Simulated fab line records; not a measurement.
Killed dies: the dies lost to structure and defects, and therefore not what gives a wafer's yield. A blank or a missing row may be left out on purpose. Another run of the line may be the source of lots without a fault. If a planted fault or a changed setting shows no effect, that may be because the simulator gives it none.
A struck lot beside a sound one :: flow rit-cmos :: 43 out of 202 route steps
Sound: the wafers L800.1, L800.2, L800.4. Struck: wafer L811.5. (L811.1, L811.4 of the same lot were not struck and are left out.) The cause comes at the end.
For every step that has rows: the tool of each side, followed by ch and its chambers, followed by its first start. Under that, the readings that differ: sound wafers :: struck wafers :: difference of the means :: sigmas: that difference in standard deviations of wafers without a fault.
alike: a reading whose means differ by less than 2 such deviations, as well as words and numbers matching on both sides. not compared: withheld readings; readings where some wafer has no value; bounds like >300 that might hide an equal value; numbers whose values overlap and for which the record gives no deviation.
The two part at a step that has a row with sigmas, a row that says differs or no value, or rows on one side only. Non-overlapping numbers with no deviation appear without sigmas and do not part them. A reading that every wafer of one side lacks parts them only if that side has two wafers or more.

first, 1 step without rows for these wafers: RIT_PSD_IMPLANT_08.
RIT_PSD_STRIP_09: strips in O2, time 180 s.
  sound on plasma-asher-02 ch 0,1, day 5 06:06; struck on plasma-asher-03 ch 0, day 7 09:28
  alike: drypump-motor-current-A
  not compared: rf-hours-counter-h
RIT_PSD_TW_MEAS_10:
  struck on film-metro-03, day 7 09:39; sound on film-metro-03, day 5 06:16
  alike: PSD_TW
then, 4 steps without rows for these wafers: RIT_SDANNEAL_CLEAN_00 (cleans in SC1, time 600 s); RIT_SDANNEAL_CLEAN_01 (cleans in dHF, time 30 s); RIT_SDANNEAL_CLEAN_02 (cleans in SC2, time 600 s); RIT_SDANNEAL_RTA_03 (time 5 s).
RIT_SDANNEAL_RS_MEAS_04: measures by four-point-probe.
  struck on film-metro-03, day 7 10:19; sound on film-metro-04, day 5 06:46
  alike: PSD_RS
RIT_SDANNEAL_RS_MEAS_05: measures by four-point-probe.
  struck on film-metro-03, day 7 10:26; sound on film-metro-04, day 5 06:53
  alike: NSD_RS
RIT_SDANNEAL_RS_MEAS_06: measures by four-point-probe.
  struck on film-metro-03, day 7 10:33; sound on film-metro-04, day 5 07:00
  alike: PLDD_RS
RIT_SDANNEAL_RS_MEAS_07: measures by four-point-probe.
  struck on film-metro-03, day 7 10:40; sound on film-metro-04, day 5 07:07
  alike: NLDD_RS
then, 1 step without rows for these wafers: RIT_SILICIDE_WET_ETCH_00 (etches SiO2 in BOE, target depth 14 nm, time 15 s).
RIT_SILICIDE_SPUTTER_01: material Ti, target thk 30 nm, time 240 s.
  struck on pvd-sputter-03, day 7 10:48; sound on pvd-sputter-04, day 5 07:15
reading: throttle-valve-pct (%)
sound: 29.2 29.1 29.5
struck: 32.0
difference: +2.7
sigmas: +2
  alike: substrate-temp-c
RIT_SILICIDE_RS_MEAS_02: measures by four-point-probe.
  struck on film-metro-01, day 7 10:57; sound on film-metro-01, day 5 07:24
  alike: SILICIDE_TI_RS
RIT_SILICIDE_THK_MEAS_03: measures by xrf.
  struck on film-metro-01, day 7 11:04; sound on film-metro-01, day 5 07:31
  alike: SILICIDE_TI_THK
RIT_SILICIDE_RTA_04: time 10 s, ramp up 5 s, ramp down 5 s.
  sound on rtp-anneal-01 ch 0, day 5 07:35; struck on rtp-anneal-02 ch 0, day 7 11:08
  alike: wafer_temp_C_max
then, 1 step without rows for these wafers: RIT_SILICIDE_WET_ETCH_05 (etches Ti in SPM, time 120 s).
RIT_SILICIDE_RTA_06: time 10 s, ramp up 5 s, ramp down 10 s.
  sound on rtp-anneal-02 ch 0, day 5 07:41; struck on rtp-anneal-01 ch 0, day 7 11:14
  alike: wafer_temp_C_max
RIT_CONTACT_CVD_00: deposits SiO2 from TEOS, target thk 400 nm, time 61 s.
  sound on pecvd-03 ch 0,1,2, day 5 07:46; struck on pecvd-03 ch 0, day 7 11:19
  alike: heater-power-w
RIT_CONTACT_THK_MEAS_01:
  struck on film-metro-04, day 7 11:22; sound on film-metro-01, day 5 07:49
  alike: CONTACT_TEOS_THK
then, 6 steps without rows for these wafers: RIT_CONTACT_HMDS_02 (prime time 60 s); RIT_CONTACT_COAT_03 (resist thk 1000 nm); RIT_CONTACT_SOFTBAKE_04 (time 60 s); RIT_CONTACT_EXPOSE_05 (exposes mask M11, target cd 1000 nm); RIT_CONTACT_PEB_06; RIT_CONTACT_DEVELOP_07 (develop time 120 s).
RIT_CONTACT_CD_MEAS_08 targets a cd of 1000 nm.
  struck on cd-sem-01, day 7 12:31; sound on cd-sem-01, day 5 08:50
  alike: cd-nm
RIT_CONTACT_OVL_MEAS_09:
  struck on overlay-01, day 7 12:38; sound on overlay-02, day 5 08:58
  alike: CONTACT_OVL
then, 1 step without rows for these wafers: RIT_CONTACT_HARDBAKE_10 (time 60 s).
RIT_CONTACT_ETCH_11: etches SiO2 in CHF3/CF4/Ar, stops on TiSi2, target depth 480 nm, time 320 s.
  sound on rie-diel-03 ch 0,2,3, day 5 09:11; struck on rie-diel-01 ch 1, day 7 12:49
  alike: CHF3_flow_sccm, drypump-motor-current-A, oes-product-au, throttle-valve-pct
  not compared: rf-hours-counter-h
then, 1 step without rows for these wafers: RIT_CONTACT_STRIP_12 (strips in O2, time 180 s).
RIT_CONTACT_CD_MEAS_90 targets a cd of 1000 nm.
  struck on cd-sem-01, day 7 13:11; sound on cd-sem-01, day 5 09:34
  alike: cd-nm
then, 3 steps without rows for these wafers: RIT_CONTACT_CLEAN_13 (cleans in SC1, time 600 s); RIT_CONTACT_CLEAN_14 (cleans in SC2, time 600 s); RIT_M1_SPUTTER_00 (material Al, target thk 400 nm, time 500 s).
RIT_M1_RS_MEAS_01: measures by four-point-probe.
  struck on film-metro-03, day 7 13:57; sound on film-metro-04, day 5 10:19
  alike: M1_AL_RS
RIT_M1_THK_MEAS_02: measures by xrf.
  struck on film-metro-03, day 7 14:04; sound on film-metro-04, day 5 10:26
  alike: M1_AL_THK
then, 5 steps without rows for these wafers: RIT_M1_HMDS_03 (prime time 60 s); RIT_M1_COAT_04 (resist thk 1300 nm); RIT_M1_SOFTBAKE_05 (time 60 s); RIT_M1_EXPOSE_06 (exposes mask M12, target cd 2600 nm); RIT_M1_PEB_07.
RIT_M1_PROBE_99:
  struck on prober-01, day 7 17:55; sound on prober-02, day 5 14:10
reading: killed-at-front-end
sound: 4
struck: 27
difference: +23
sigmas: +7

reading: killed-dies
sound: 4
struck: 27
difference: +23
sigmas: +7

reading: killed-on-rim
sound: 0
struck: 10
difference: +10
sigmas: +7
  alike: killed-at-contacts, killed-open, killed-short

WHERE THEY PART
Earliest at RIT_SILICIDE_SPUTTER_01; latest, in this record, at RIT_M1_PROBE_99.

WHY: what had been put in by the simulator
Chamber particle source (pvd-sputter-03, RIT_SILICIDE_SPUTTER_01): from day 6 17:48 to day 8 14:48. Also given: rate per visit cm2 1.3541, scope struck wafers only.
